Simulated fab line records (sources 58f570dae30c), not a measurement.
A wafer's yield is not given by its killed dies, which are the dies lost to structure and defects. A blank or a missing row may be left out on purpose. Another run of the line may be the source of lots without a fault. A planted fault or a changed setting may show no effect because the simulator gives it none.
Which of the tools did it? | flow berkeley cmos170 | Sampling: 13 lots, 39 wafers, 5 of 331 route steps

== WHAT THE GAUGES READ, wafer by wafer ==
UCB170_ACTIVE_CD_MEAS_90: the cd target is 1200 nm. Usual: cd nm at 1200.4 nm, with a standard deviation of 1.4.
lot  | measured    | on        | cd nm (nm)           | flag
L139 | day 5 15:30 | cd sem-02 | 1201.1 1202.2 1201.0 |
L141 | day 6 02:41 | cd sem-01 | 1200.3 1200.7 1201.7 |
L142 | day 6 17:29 | cd sem-02 | 1199.7 1198.7 1199.4 |
L144 | day 6 17:44 | cd sem-02 | 1202.1 1203.0 1204.2 |
L148 | day 7 07:10 | cd sem-02 | 1201.4 1201.8 1201.4 |
L147 | day 7 07:40 | cd sem-01 | 1200.7 1199.4 1200.2 |
L146 | day 7 07:55 | cd sem-01 | 1201.1 1200.8 1199.6 |
L150 | day 7 18:20 | cd sem-01 | 1200.6 1202.2 1200.3 |
L156 | day 8 05:14 | cd sem-01 | 1199.1 1199.8 1198.4 |
L154 | day 8 05:34 | cd sem-01 | 1200.0 1200.9 1201.0 |
L157 | day 8 20:37 | cd sem-02 | 1201.3 1201.7 1199.3 |
L159 | day 9 08:31 | cd sem-02 | 1199.7 1199.5 1199.9 |
L161 | day 9 19:10 | cd sem-02 | 1202.0 1201.3 1200.4 |

UCB170_NSD_CD_MEAS_06: the cd target is 1200 nm. Usual: cd nm at 1199.8 nm, with a standard deviation of 1.3.
lot  | measured     | on        | cd nm (nm)           | flag
L139 | day 8 16:23  | cd sem-02 | 1198.7 1199.5 1198.0 |
L141 | day 9 05:10  | cd sem-02 | 1198.8 1199.0 1198.2 |
L142 | day 9 14:50  | cd sem-02 | 1199.6 1200.5 1198.9 |
L144 | day 9 15:02  | cd sem-02 | 1199.5 1199.1 1198.7 |
L148 | day 10 08:41 | cd sem-02 | 1200.0 1197.8 1197.8 |
L147 | day 10 09:18 | cd sem-01 | 1201.3 1202.1 1201.1 |
L146 | day 10 07:59 | cd sem-01 | 1199.0 1199.4 1199.5 |
L150 | day 10 22:50 | cd sem-02 | 1199.8 1198.8 1199.5 |
L156 | day 11 12:51 | cd sem-01 | 1199.9 1199.5 1199.1 |
L154 | day 11 12:47 | cd sem-02 | 1201.2 1201.2 1201.7 |
L157 | day 11 22:46 | cd sem-02 | 1200.5 1201.1 1200.3 |
L159 | day 12 13:47 | cd sem-01 | 1202.0 1201.0 1201.1 |
L161 | day 12 23:19 | cd sem-02 | 1199.5 1199.8 1200.7 |

UCB170_M3_THK_MEAS_03: measures by xrf. Usual: M3_AL_THK typically reads 900 nm, with standard deviation 11.
lot  | measured     | on            | M3_AL_THK (nm) | flag
L139 | day 9 14:10  | film metro-04 | 890 878 912    |
L141 | day 10 04:22 | film metro-03 | 889 905 884    |
L142 | day 10 16:19 | film metro-04 | 907 916 896    |
L144 | day 10 17:01 | film metro-01 | 904 905 912    |
L148 | day 11 07:38 | film metro-01 | 907 905 902    |
L147 | day 11 10:23 | film metro-01 | 911 905 910    |
L146 | day 11 08:23 | film metro-03 | 908 909 896    |
L150 | day 11 23:35 | film metro-01 | 905 902 906    |
L156 | day 12 14:28 | film metro-04 | 903 908 901    |
L154 | day 12 09:03 | film metro-03 | 904 900 900    |
L157 | day 12 22:59 | film metro-01 | 933 904 910    |
L159 | day 13 10:52 | film metro-04 | 891 881 886    |
L161 | day 13 23:57 | film metro-03 | 903 905 902    |

== TOOL THAT RAN EACH LOT (tool first, then ch and the chambers of the sampled wafers, then the start) ==
lot  | UCB170_V2_ETCH_14                  | UCB170_V2_STRIP_15
L139 | rie diel-04 ch 1,2, day 9 13:29    | plasma asher-04 ch 0,1, day 9 13:40
L141 | rie diel-01 ch 1,3, day 10 03:41   | plasma asher-03 ch 0, day 10 03:52
L142 | rie diel-01 ch 0,3, day 10 15:38   | plasma asher-02 ch 0,1, day 10 15:50
L144 | rie diel-03 ch 0,1,2, day 10 16:16 | plasma asher-03 ch 0,1, day 10 16:27
L148 | rie diel-04 ch 2,3, day 11 06:58   | plasma asher-04 ch 0,1, day 11 07:09
L147 | rie diel-01 ch 0,1,3, day 11 09:43 | plasma asher-04 ch 0,1, day 11 09:53
L146 | rie diel-01 ch 1,2, day 11 07:41   | plasma asher-02 ch 0,1, day 11 07:52
L150 | rie diel-01 ch 1,2, day 11 22:55   | plasma asher-02 ch 0,1, day 11 23:05
L156 | rie diel-03 ch 0,2,3, day 12 13:47 | plasma asher-02 ch 0,1, day 12 13:58
L154 | rie diel-04 ch 2,3, day 12 08:22   | plasma asher-02 ch 0,1, day 12 08:33
L157 | rie diel-04 ch 1,2, day 12 22:18   | plasma asher-02 ch 0,1, day 12 22:29
L159 | rie diel-03 ch 0,3, day 13 10:10   | plasma asher-04 ch 0,1, day 13 10:20
L161 | rie diel-03 ch 0,1,2, day 13 23:14 | plasma asher-02 ch 0,1, day 13 23:27
- UCB170_V2_ETCH_14: etches SiO2 in CHF3/CF4/Ar, stops on Al, target depth 1250 nm, time 291 s.
- UCB170_V2_STRIP_15: strips in O2.

== WHAT THE TOOLS THEMSELVES READ (means of the sampled wafers that have a number; where no wafer has one, the mark that the record gives instead) ==
UCB170_V2_ETCH_14. Usual: cf4 flow sccm 15.00 sccm, standard deviation 0.037; drypump motor current A 5.8 A, standard deviation 0.48; oes product au 0.876 a.u., standard deviation 0.015; rf fwd power W 698.3 W, standard deviation 2.3; throttle valve pct 6.94 %, standard deviation 0.12.
lot  | tool        | cf4 flow sccm (sccm) | drypump motor current A (A) | oes product au (a.u.) | rf fwd power W (W) | throttle valve pct (%) | flag
L139 | rie diel-04 | 14.96                | 5.1                         | 0.886                 | 700.0              | 6.89                   |
L141 | rie diel-01 | 15.03                | 5.9                         | 0.859                 | 699.8              | 6.85                   |
L142 | rie diel-01 | 14.95                | 5.8                         | 0.864                 | 698.3              | 6.92                   |
L144 | rie diel-03 | 15.02                | 5.9                         | 0.884                 | 699.0              | 6.89                   |
L148 | rie diel-04 | 15.04                | 5.6                         | 0.872                 | 701.2              | 6.91                   |
L147 | rie diel-01 | 14.99                | 5.9                         | 0.875                 | 698.9              | 6.95                   |
L146 | rie diel-01 | 15.04                | 6.2                         | 0.872                 | 698.2              | 6.93                   |
L150 | rie diel-01 | 14.98                | 6.3                         | 0.873                 | 755.6              | 6.97                   | OFF
L156 | rie diel-03 | 14.99                | 5.8                         | 0.889                 | 695.3              | 6.86                   |
L154 | rie diel-04 | 15.00                | 5.6                         | 0.876                 | 698.4              | 6.90                   |
L157 | rie diel-04 | 14.95                | 5.5                         | 0.874                 | 696.6              | 6.86                   |
L159 | rie diel-03 | 15.02                | 5.7                         | 0.890                 | 697.1              | 6.92                   |
L161 | rie diel-03 | 15.01                | 5.9                         | 0.882                 | 698.9              | 6.89                   |

UCB170_V2_STRIP_15. Usual: drypump motor current A 5.5 A, standard deviation 0.56; oes product au 0.721 a.u., standard deviation 0.0046; strip time to endpoint s 15.31 s, standard deviation 0.094.
lot  | tool            | drypump motor current A (A) | oes product au (a.u.) | strip time to endpoint s (s) | flag
L139 | plasma asher-04 | 5.6                         | 0.720                 | 15.30                        |
L141 | plasma asher-03 | 5.2                         | 0.719                 | 15.29                        |
L142 | plasma asher-02 | 5.1                         | 0.719                 | 15.42                        |
L144 | plasma asher-03 | 6.1                         | 0.719                 | 15.21                        |
L148 | plasma asher-04 | 5.9                         | 0.719                 | 15.30                        |
L147 | plasma asher-04 | 5.6                         | 0.727                 | 15.38                        |
L146 | plasma asher-02 | 5.4                         | 0.719                 | 15.36                        |
L150 | plasma asher-02 | 5.4                         | 0.722                 | 15.00                        | OFF
L156 | plasma asher-02 | 5.1                         | 0.718                 | 15.17                        |
L154 | plasma asher-02 | 5.1                         | 0.725                 | 15.25                        |
L157 | plasma asher-02 | 5.4                         | 0.721                 | 15.30                        |
L159 | plasma asher-04 | 5.9                         | 0.723                 | 15.24                        |
L161 | plasma asher-02 | 5.4                         | 0.719                 | 15.25                        |

== THE ANSWER, worked out from the rows above alone ==
Rule: a lot counts as off when the mean over its wafers that have a number is more than 3 standard deviations away from the usual mean. Also off: a lot with no number at a reading for which 4 or more lots have one. All remaining lots with rows at the step are treated as sound. Order of review: gauges by route order, followed by the tools' own readings, for which a lot's mean as printed above is used. At the first step where some lot is off, the reading lying furthest off is the one used; lots without a number count as furthest.
Off: L150, at UCB170_V2_ETCH_14 (rf fwd power W).
If a tool, at that step or one of the process steps before it, ran each lot that is off and ran no sound lot following the first of them, it fits. One fits: rie diel-01 at UCB170_V2_ETCH_14. Its last sound lot is L147 (day 11 09:43), its first lot that is off L150 (day 11 22:55): a fault that began between those two fits.
The tool's own readings at UCB170_V2_ETCH_14 bear it out: on the lots that are off they differ by more than 5 times the standard deviation of the sound lots' means. rf fwd power W reads 755.6 W there against 698.5 W on the sound lots.

== WHAT HAD BEEN PUT IN BY THE SIMULATOR ==
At UCB170_V2_ETCH_14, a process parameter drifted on rie diel-01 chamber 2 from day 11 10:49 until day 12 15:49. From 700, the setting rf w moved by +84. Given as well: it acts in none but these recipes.
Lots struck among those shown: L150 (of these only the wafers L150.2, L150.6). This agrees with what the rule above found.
